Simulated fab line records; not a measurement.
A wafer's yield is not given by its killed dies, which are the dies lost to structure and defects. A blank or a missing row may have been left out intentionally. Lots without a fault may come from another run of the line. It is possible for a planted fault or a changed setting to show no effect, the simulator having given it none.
Which of the tools did it? :: flow berkeleyCmos170 :: 14 lots, 42 wafers sampled, at 4 steps of a route of 331

== WHAT EACH GAUGE READ, for each wafer ==
UCB170_PSD_OVL_MEAS_07. Usual: PSD_OVL gives 0 nm (standard deviation 4.9).
lot: L256
measured: day 8 10:28
on: overlay-01
PSD_OVL (nm): -6 0 -7
flag: 

lot: L268
measured: day 10 18:58
on: overlay-01
PSD_OVL (nm): 7 9 5
flag: 

lot: L269
measured: day 10 19:05
on: overlay-02
PSD_OVL (nm): -4 0 5
flag: 

lot: L270
measured: day 11 12:15
on: overlay-01
PSD_OVL (nm): -2 -4 4
flag: 

lot: L271
measured: day 11 12:22
on: overlay-02
PSD_OVL (nm): -1 2 5
flag: 

lot: L272
measured: day 11 21:39
on: overlay-01
PSD_OVL (nm): -2 5 5
flag: 

lot: L273
measured: day 12 04:20
on: overlay-01
PSD_OVL (nm): -9 -7 -6
flag: 

lot: L274
measured: day 12 04:11
on: overlay-01
PSD_OVL (nm): 3 -4 1
flag: 

lot: L275
measured: day 12 16:38
on: overlay-01
PSD_OVL (nm): -8 -3 1
flag: 

lot: L276
measured: day 12 16:03
on: overlay-01
PSD_OVL (nm): 5 7 8
flag: 

lot: L277
measured: day 12 15:59
on: overlay-02
PSD_OVL (nm): 3 4 5
flag: 

lot: L278
measured: day 13 01:58
on: overlay-02
PSD_OVL (nm): 5 0 -1
flag: 

UCB170_PSD_TW_MEAS_10. Usual: PSD_TW gives 2327 (standard deviation 27).
lot: L256
measured: day 8 10:45
on: filmMetro-04
PSD_TW: 2366 2362 2364
flag: 

lot: L268
measured: day 10 19:15
on: filmMetro-01
PSD_TW: 2299 2311 2305
flag: 

lot: L269
measured: day 10 19:22
on: filmMetro-01
PSD_TW: 2318 2301 2288
flag: 

lot: L270
measured: day 11 12:32
on: filmMetro-03
PSD_TW: 2317 2302 2317
flag: 

lot: L271
measured: day 11 12:40
on: filmMetro-01
PSD_TW: 2313 2301 2306
flag: 

lot: L272
measured: day 11 21:56
on: filmMetro-03
PSD_TW: 2316 2319 2317
flag: 

lot: L273
measured: day 12 04:38
on: filmMetro-01
PSD_TW: 2313 2305 2314
flag: 

lot: L274
measured: day 12 04:29
on: filmMetro-03
PSD_TW: 2322 2326 2328
flag: 

lot: L275
measured: day 12 16:55
on: filmMetro-01
PSD_TW: 2312 2305 2310
flag: 

lot: L276
measured: day 12 16:27
on: filmMetro-04
PSD_TW: 2366 2369 2367
flag: 

lot: L277
measured: day 12 16:17
on: filmMetro-03
PSD_TW: 2329 2321 2326
flag: 

lot: L278
measured: day 13 02:15
on: filmMetro-01
PSD_TW: 2313 2317 2328
flag: 

== WHAT TOOL EACH LOT RAN ON (gives the tool, then ch and the chambers of the sampled wafers, and finally the start) ==
lot: L256
UCB170_SPACER_ANNEAL_02: furnace-04 ch 0, day 8 07:16
UCB170_PSD_STRIP_09: plasmaAsher-03 ch 0,1, day 8 10:38

lot: L260
UCB170_SPACER_ANNEAL_02: furnace-01, day 9 01:37
UCB170_PSD_STRIP_09: -

lot: L261
UCB170_SPACER_ANNEAL_02: furnace-01, day 9 01:37
UCB170_PSD_STRIP_09: -

lot: L268
UCB170_SPACER_ANNEAL_02: furnace-02 ch 0, day 10 16:10
UCB170_PSD_STRIP_09: plasmaAsher-04 ch 0,1, day 10 19:09

lot: L269
UCB170_SPACER_ANNEAL_02: furnace-02 ch 0, day 10 16:10
UCB170_PSD_STRIP_09: plasmaAsher-03 ch 0,1, day 10 19:16

lot: L270
UCB170_SPACER_ANNEAL_02: furnace-04 ch 0, day 11 09:30
UCB170_PSD_STRIP_09: plasmaAsher-01 ch 1, day 11 12:26

lot: L271
UCB170_SPACER_ANNEAL_02: furnace-04 ch 0, day 11 09:30
UCB170_PSD_STRIP_09: plasmaAsher-03 ch 0,1, day 11 12:33

lot: L272
UCB170_SPACER_ANNEAL_02: furnace-01 ch 0, day 11 18:55
UCB170_PSD_STRIP_09: plasmaAsher-03 ch 1, day 11 21:50

lot: L273
UCB170_SPACER_ANNEAL_02: furnace-02 ch 0, day 12 01:40
UCB170_PSD_STRIP_09: plasmaAsher-01 ch 0,1, day 12 04:32

lot: L274
UCB170_SPACER_ANNEAL_02: furnace-02 ch 0, day 12 01:40
UCB170_PSD_STRIP_09: plasmaAsher-04 ch 0,1, day 12 04:23

lot: L275
UCB170_SPACER_ANNEAL_02: furnace-02 ch 0, day 12 13:10
UCB170_PSD_STRIP_09: plasmaAsher-03 ch 0,1, day 12 16:49

lot: L276
UCB170_SPACER_ANNEAL_02: furnace-02 ch 0, day 12 13:10
UCB170_PSD_STRIP_09: plasmaAsher-04 ch 0,1, day 12 16:22

lot: L277
UCB170_SPACER_ANNEAL_02: furnace-02 ch 0, day 12 13:10
UCB170_PSD_STRIP_09: plasmaAsher-01 ch 0,1, day 12 16:11

lot: L278
UCB170_SPACER_ANNEAL_02: furnace-01 ch 0, day 12 21:54
UCB170_PSD_STRIP_09: plasmaAsher-03 ch 0,1, day 13 02:10
- UCB170_SPACER_ANNEAL_02: time 1800 s.
- UCB170_PSD_STRIP_09: strips in O2.

== AS READ BY THE TOOLS THEMSELVES (means over the sampled wafers that have a number; for cases with no such wafer, the mark the record gives instead) ==
UCB170_SPACER_ANNEAL_02. Usual: spikeTcCentreC 902.4 C, standard deviation 1.3; spikeTcLoadC 923.3 C, standard deviation 2.5.
lot: L256
tool: furnace-04
spikeTcCentreC (C): 902.0
spikeTcLoadC (C): 923.3
flag: 

lot: L260
tool: furnace-01
spikeTcCentreC (C): -
spikeTcLoadC (C): -
flag: OFF

lot: L261
tool: furnace-01
spikeTcCentreC (C): -
spikeTcLoadC (C): -
flag: OFF

lot: L268
tool: furnace-02
spikeTcCentreC (C): 903.1
spikeTcLoadC (C): 922.5
flag: 

lot: L269
tool: furnace-02
spikeTcCentreC (C): 903.3
spikeTcLoadC (C): 921.3
flag: 

lot: L270
tool: furnace-04
spikeTcCentreC (C): 902.6
spikeTcLoadC (C): 922.9
flag: 

lot: L271
tool: furnace-04
spikeTcCentreC (C): 901.2
spikeTcLoadC (C): 923.9
flag: 

lot: L272
tool: furnace-01
spikeTcCentreC (C): 901.4
spikeTcLoadC (C): 927.7
flag: 

lot: L273
tool: furnace-02
spikeTcCentreC (C): 903.6
spikeTcLoadC (C): 921.2
flag: 

lot: L274
tool: furnace-02
spikeTcCentreC (C): 902.9
spikeTcLoadC (C): 922.1
flag: 

lot: L275
tool: furnace-02
spikeTcCentreC (C): 902.7
spikeTcLoadC (C): 921.1
flag: 

lot: L276
tool: furnace-02
spikeTcCentreC (C): 903.2
spikeTcLoadC (C): 920.7
flag: 

lot: L277
tool: furnace-02
spikeTcCentreC (C): 902.9
spikeTcLoadC (C): 922.1
flag: 

lot: L278
tool: furnace-01
spikeTcCentreC (C): 900.0
spikeTcLoadC (C): 928.4
flag: 

UCB170_PSD_STRIP_09. Usual: drypumpMotorCurrentA 5.7 A, standard deviation 0.46; oesProductAu 0.600 a.u., standard deviation 0.0046; stripTimeToEndpointS 29.43 s, standard deviation 0.087.
lot: L256
tool: plasmaAsher-03
drypumpMotorCurrentA (A): 5.6
oesProductAu (a.u.): 0.599
stripTimeToEndpointS (s): 29.51
flag: 

lot: L268
tool: plasmaAsher-04
drypumpMotorCurrentA (A): 5.8
oesProductAu (a.u.): 0.603
stripTimeToEndpointS (s): 29.57
flag: 

lot: L269
tool: plasmaAsher-03
drypumpMotorCurrentA (A): 5.6
oesProductAu (a.u.): 0.597
stripTimeToEndpointS (s): 29.44
flag: 

lot: L270
tool: plasmaAsher-01
drypumpMotorCurrentA (A): 6.5
oesProductAu (a.u.): 0.603
stripTimeToEndpointS (s): 29.36
flag: 

lot: L271
tool: plasmaAsher-03
drypumpMotorCurrentA (A): 5.6
oesProductAu (a.u.): 0.605
stripTimeToEndpointS (s): 29.43
flag: 

lot: L272
tool: plasmaAsher-03
drypumpMotorCurrentA (A): 5.8
oesProductAu (a.u.): 0.601
stripTimeToEndpointS (s): 29.38
flag: 

lot: L273
tool: plasmaAsher-01
drypumpMotorCurrentA (A): 6.0
oesProductAu (a.u.): 0.596
stripTimeToEndpointS (s): 29.42
flag: 

lot: L274
tool: plasmaAsher-04
drypumpMotorCurrentA (A): 5.6
oesProductAu (a.u.): 0.601
stripTimeToEndpointS (s): 29.36
flag: 

lot: L275
tool: plasmaAsher-03
drypumpMotorCurrentA (A): 5.6
oesProductAu (a.u.): 0.601
stripTimeToEndpointS (s): 29.43
flag: 

lot: L276
tool: plasmaAsher-04
drypumpMotorCurrentA (A): 5.6
oesProductAu (a.u.): 0.603
stripTimeToEndpointS (s): 29.52
flag: 

lot: L277
tool: plasmaAsher-01
drypumpMotorCurrentA (A): 6.0
oesProductAu (a.u.): 0.600
stripTimeToEndpointS (s): 29.37
flag: 

lot: L278
tool: plasmaAsher-03
drypumpMotorCurrentA (A): 5.6
oesProductAu (a.u.): 0.599
stripTimeToEndpointS (s): 29.54
flag: 

== THE ANSWER, worked out from the rows above alone ==
Rule: a lot counts as off when the mean over its wafers that have a number is more than 3 standard deviations away from the usual mean. Also off: a lot with no number at a reading for which 4 or more lots have one. All remaining lots with rows at the step are treated as sound. After the gauges, taken in route order, come the tools' own readings; for these a lot's mean is taken, as printed above. At the first step where some lot is off, the reading lying furthest off is the one used; lots without a number count as furthest.
Off, at UCB170_SPACER_ANNEAL_02 on spikeTcCentreC: L260, L261. Without a number there: L260, L261.
A tool fits if, at that step or a process step before it, it ran every lot that is off, and no sound lot after the first of them. No candidate that was tried fits.

== WHAT HAD BEEN PUT IN BY THE SIMULATOR ==
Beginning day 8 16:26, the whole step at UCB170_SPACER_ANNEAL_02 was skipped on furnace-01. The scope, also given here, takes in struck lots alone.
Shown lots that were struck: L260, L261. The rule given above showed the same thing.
